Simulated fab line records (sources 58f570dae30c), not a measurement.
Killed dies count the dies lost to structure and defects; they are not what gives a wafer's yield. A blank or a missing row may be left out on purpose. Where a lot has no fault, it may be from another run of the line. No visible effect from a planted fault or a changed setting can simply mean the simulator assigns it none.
What tool caused it?    flow berkeley_cmos170    42 wafers from 14 lots sampled at 5 of the route's 331 steps

## WHAT EACH GAUGE READ, for each wafer
UCB170_NWELL_TW_MEAS_16. Usual: NWELL_TW gives 1254 (standard deviation 4.9).
lot   measured     on             NWELL_TW        flag
L760  day 2 12:26  film_metro-02  1255 1251 1253  
L761  day 2 12:29  film_metro-02  1250 1260 1261  
L762  day 2 23:47  film_metro-04  1259 1247 1247  
L763  day 3 06:07  film_metro-01  1251 1256 1255  
L764  day 3 06:22  film_metro-01  1260 1249 1254  
L765  day 3 14:17  film_metro-01  1250 1258 1253  
L767  day 3 22:36  film_metro-01  1254 1253 1248  
L768  day 4 04:16  film_metro-02  1258 1267 1258  
L770  day 4 21:17  film_metro-01  1254 1251 1254  
L773  day 5 07:53  film_metro-02  1257 1254 1255  
L778  day 6 01:47  film_metro-02  1255 1256 1255  
L776  day 6 02:03  film_metro-01  1261 1256 1262  
L780  day 6 19:52  film_metro-04  1252 1253 1252  
L782  day 6 20:09  film_metro-01  1254 1262 1262  

UCB170_PFIELD_TW_MEAS_09. Usual: PFIELD_TW gives 603 (standard deviation 4.2).
lot   measured     on             PFIELD_TW    flag
L760  day 5 03:22  film_metro-01  605 602 609  
L761  day 5 03:08  film_metro-01  603 604 603  
L762  day 5 13:37  film_metro-02  605 604 602  
L763  day 5 18:34  film_metro-04  602 608 603  
L764  day 5 18:22  film_metro-01  606 606 608  
L765  day 6 07:58  film_metro-01  605 604 602  
L767  day 6 11:54  film_metro-01  606 606 603  
L768  day 6 12:20  film_metro-04  604 602 602  
L770  day 7 02:39  film_metro-01  604 603 603  
L773  day 7 19:30  film_metro-04  705 705 703  OFF
L778  day 8 11:46  film_metro-01  601 601 606  
L776  day 8 11:49  film_metro-01  700 697 694  OFF
L780  day 9 09:19  film_metro-04  596 593 594  
L782  day 9 09:13  film_metro-02  609 610 609  

UCB170_FIELD_THK_MEAS_90. Usual: FIELD_OXIDE_LEFT_1_THK gives 437 nm (standard deviation 9.3).
lot   measured      on             FIELD_OXIDE_LEFT_1_THK (nm)  flag
L760  day 5 20:13   film_metro-01  433 427 428                  
L761  day 5 20:13   film_metro-03  430 433 438                  
L762  day 6 06:58   film_metro-04  446 434 446                  
L763  day 6 11:46   film_metro-03  434 435 434                  
L764  day 6 11:47   film_metro-04  425 411 415                  
L765  day 7 00:48   film_metro-04  438 444 440                  
L767  day 7 04:58   film_metro-04  433 434 438                  
L768  day 7 05:01   film_metro-04  424 435 439                  
L770  day 7 16:31   film_metro-01  443 445 442                  
L773  day 8 11:34   film_metro-01  433 431 419                  
L778  day 9 04:43   film_metro-04  436 435 438                  
L776  day 9 04:41   film_metro-01  441 435 442                  
L780  day 10 00:08  film_metro-03  442 438 441                  
L782  day 10 00:08  film_metro-01  423 433 437                  

UCB170_SACOX_THK_MEAS_02. Usual: SACOX_OXIDE_THK gives 14.39 nm (standard deviation 0.27).
lot   measured      on             SACOX_OXIDE_THK (nm)  flag
L760  day 6 03:18   film_metro-01  14.15 13.97 14.00     
L761  day 6 03:21   film_metro-01  14.31 14.25 14.38     
L762  day 6 12:10   film_metro-03  14.88 14.53 14.60     
L763  day 6 17:56   film_metro-03  14.66 14.63 14.74     
L764  day 6 17:57   film_metro-01  14.44 14.38 14.31     
L765  day 7 05:40   film_metro-01  14.28 14.33 14.27     
L767  day 7 10:01   film_metro-01  14.53 14.40 14.48     
L768  day 7 10:04   film_metro-01  14.18 14.17 13.93     
L770  day 7 22:09   film_metro-02  13.99 14.23 14.18     
L773  day 8 18:36   film_metro-02  13.86 14.01 13.93     
L778  day 9 09:07   film_metro-02  14.50 14.77 14.61     
L776  day 9 09:09   film_metro-01  14.90 14.95 14.95     
L780  day 10 06:31  film_metro-02  14.45 14.24 14.22     
L782  day 10 06:32  film_metro-03  14.58 14.49 14.46     

## WHAT TOOL EACH LOT RAN ON (gives the tool, then ch and the chambers of the sampled wafers, and finally the start)
lot   UCB170_PFIELD_IMPLANT_07
L760  implanter-01 ch 0, day 5 03:08
L761  implanter-02 ch 0, day 5 02:53
L762  implanter-01 ch 0, day 5 13:23
L763  implanter-02 ch 0, day 5 18:19
L764  implanter-01 ch 0, day 5 18:09
L765  implanter-03 ch 0, day 6 07:44
L767  implanter-03 ch 0, day 6 11:41
L768  implanter-03 ch 0, day 6 12:05
L770  implanter-01 ch 0, day 7 02:21
L773  implanter-03 ch 0, day 7 19:16
L778  implanter-01 ch 0, day 8 11:28
L776  implanter-03 ch 0, day 8 11:34
L780  implanter-02 ch 0, day 9 09:04
L782  implanter-01 ch 0, day 9 08:59
- UCB170_PFIELD_IMPLANT_07

## WHAT THE TOOLS THEMSELVES READ (means of the sampled wafers that have a number; where no wafer has one, the mark that the record gives instead)
UCB170_PFIELD_IMPLANT_07. Usual: dose_ions_cm2 2e+13, standard deviation 2.3e+10; end_station_pressure_torr 5.05e-06 Torr, standard deviation 2.8e-07; faraday_current_uA 63.6, standard deviation 1.4.
lot   tool          dose_ions_cm2  end_station_pressure_torr (Torr)  faraday_current_uA  flag
L760  implanter-01  2e+13          4.75e-06                          63.7                
L761  implanter-02  2e+13          4.81e-06                          64.2                
L762  implanter-01  2e+13          5.13e-06                          64.8                
L763  implanter-02  2e+13          5.04e-06                          64.0                
L764  implanter-01  2e+13          5.27e-06                          64.7                
L765  implanter-03  2e+13          4.81e-06                          64.9                
L767  implanter-03  2e+13          5.20e-06                          63.8                
L768  implanter-03  2e+13          5.02e-06                          63.0                
L770  implanter-01  2e+13          4.98e-06                          64.4                
L773  implanter-03  3e+13          4.96e-06                          100.3               OFF
L778  implanter-01  2e+13          5.12e-06                          62.7                
L776  implanter-03  3e+13          5.03e-06                          101.3               OFF
L780  implanter-02  2e+13          4.85e-06                          64.2                
L782  implanter-01  2e+13          5.32e-06                          62.0                

## THE ANSWER, worked out from the rows above alone
Rule: a lot is off if the mean of its wafers that have a number lies more than 3 standard deviations from the usual mean. A lot without any number at a reading at which 4 lots or more have one is off too. The other lots that the step has rows for count as sound. After the gauges, taken in route order, come the tools' own readings; for these a lot's mean is taken, as printed above. The first step at which some lot is off is used, and at that step the reading that is off furthest; a lot without a number counts as furthest.
Off: L773, L776, at UCB170_PFIELD_TW_MEAS_09 (PFIELD_TW).
If a tool, at a process step before that reading, ran all the lots that are off and no sound lot after the first of them, it fits. The gauges at UCB170_PFIELD_TW_MEAS_09 aren't tried: what is off there is off at UCB170_PFIELD_IMPLANT_07 too, on other tools, and a gauge's error can't cause that. One candidate fits, namely implanter-03 at UCB170_PFIELD_IMPLANT_07. A fault onset in the window from L768 (day 6 12:05, its last sound lot) to L773 (day 7 19:16, its first lot off) fits.
The tool's own readings at UCB170_PFIELD_IMPLANT_07 bear it out: on the lots that are off they differ by more than 5 times the standard deviation of the sound lots' means. dose_ions_cm2 reads 3e+13 there against 2e+13 on the sound lots; faraday_current_uA reads 100.8 there against 63.9 on the sound lots.

## WHAT THE SIMULATOR PUT IN
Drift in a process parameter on implanter-03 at UCB170_PFIELD_IMPLANT_07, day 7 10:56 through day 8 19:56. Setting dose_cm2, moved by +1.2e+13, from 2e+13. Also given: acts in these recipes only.
Lots struck among those shown: L773, L776. The rule above found the same.
